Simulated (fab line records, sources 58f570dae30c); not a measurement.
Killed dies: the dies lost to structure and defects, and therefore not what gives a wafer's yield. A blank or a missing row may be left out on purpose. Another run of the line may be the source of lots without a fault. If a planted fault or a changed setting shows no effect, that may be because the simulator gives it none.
A single fault, viewed from 2 desks	flow berkeley cmos170	only its own numbers are on each desk; what lay behind them is given at the end

## AT THE METROLOGY DESK
What the gauges read for every lot (on any tool): the sampled wafers with a number, averaged. Marked OUT: a lot whose mean sits more than 4 standard deviations from the usual mean, which makes it out of limits; the brackets give that distance.
Columns: A = INCOMING_BOW at UCB170_START_BOW_MEAS_00, usual 0 um; B = NWELL_TW at UCB170_NWELL_TW_MEAS_16, usual 1258; C = V1_BOW at UCB170_V1_BOW_MEAS_03, usual 19 um
lot	first seen here	A	B	C
L467	day 1 10:01	2	1264	21
L468	day 1 15:00	-6	1256	16
L470	day 2 01:00	-4	1259	14
L471	day 2 06:00	0	1251	17
L472	day 2 11:01	1	1260	19
L473	day 2 16:01	-2	1259	17
L474	day 2 21:01	2	1248	20
L477	day 3 12:02	-7	1451 (+30) OUT	15
L479	day 3 22:00	6	1456 (+31) OUT	26
L482	day 4 13:01	1	1252	20
L484	day 4 23:02	2	1259	21
L486	day 5 09:02	1	1260	18
L487	day 5 14:01	-0	1262	19
L489	day 6 00:04	3	1256	23
Per this desk, out of limits: L477, L479; the first was L477, day 4 11:47 (NWELL_TW at UCB170_NWELL_TW_MEAS_16). L467, L468, L470, L471, L472, L473, L474, L482, L484, L486, L487, L489 stayed within limits.

## DESK OF THE TOOL OWNER: implanter-02
The tool's own readings at UCB170_NWELL_IMPLANT_14: means of the sampled wafers that have a number, for each lot that ran on this tool. Marked OUT: a lot whose mean sits more than 4 standard deviations from the usual mean, which makes it out of limits; the brackets give that distance.
Columns: A = dose ions cm2 at UCB170_NWELL_IMPLANT_14, usual 1.0002e+13; B = faraday current uA at UCB170_NWELL_IMPLANT_14, usual 31.7
lot	first seen here	A	B
L467	day 2 16:48	1.0010e+13	31.9
L471	day 3 11:44	1.0003e+13	31.8
L474	day 4 04:04	9.9977e+12	32.2
L477	day 4 11:34	1.6016e+13 (+99 or more) OUT	49.9 (+28) OUT
L479	day 5 02:00	1.5998e+13 (+99 or more) OUT	50.2 (+28) OUT
This desk finds L477, L479 out of limits, L477 being first, at day 4 11:34 (dose ions cm2 at UCB170_NWELL_IMPLANT_14). L467, L471, L474 stayed within limits.

## ALL TOGETHER
The tool owner's desk could have raised an alarm at day 4 11:34, on L477, L479.
Metrology desk: alarm possible at day 4 11:47 on L477, L479.
The lots listed all ran UCB170_NWELL_IMPLANT_14 on implanter-02.

## WHAT WAS PUT IN BY THE SIMULATOR
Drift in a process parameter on implanter-02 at UCB170_NWELL_IMPLANT_14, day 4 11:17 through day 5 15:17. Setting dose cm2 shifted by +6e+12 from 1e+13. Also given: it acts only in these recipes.
Shown lots that were struck: L477, L479.
Counting hours from when the fault started, the first reading out of limits came at 0 for the tool owner's desk and at 0 for the metrology desk.
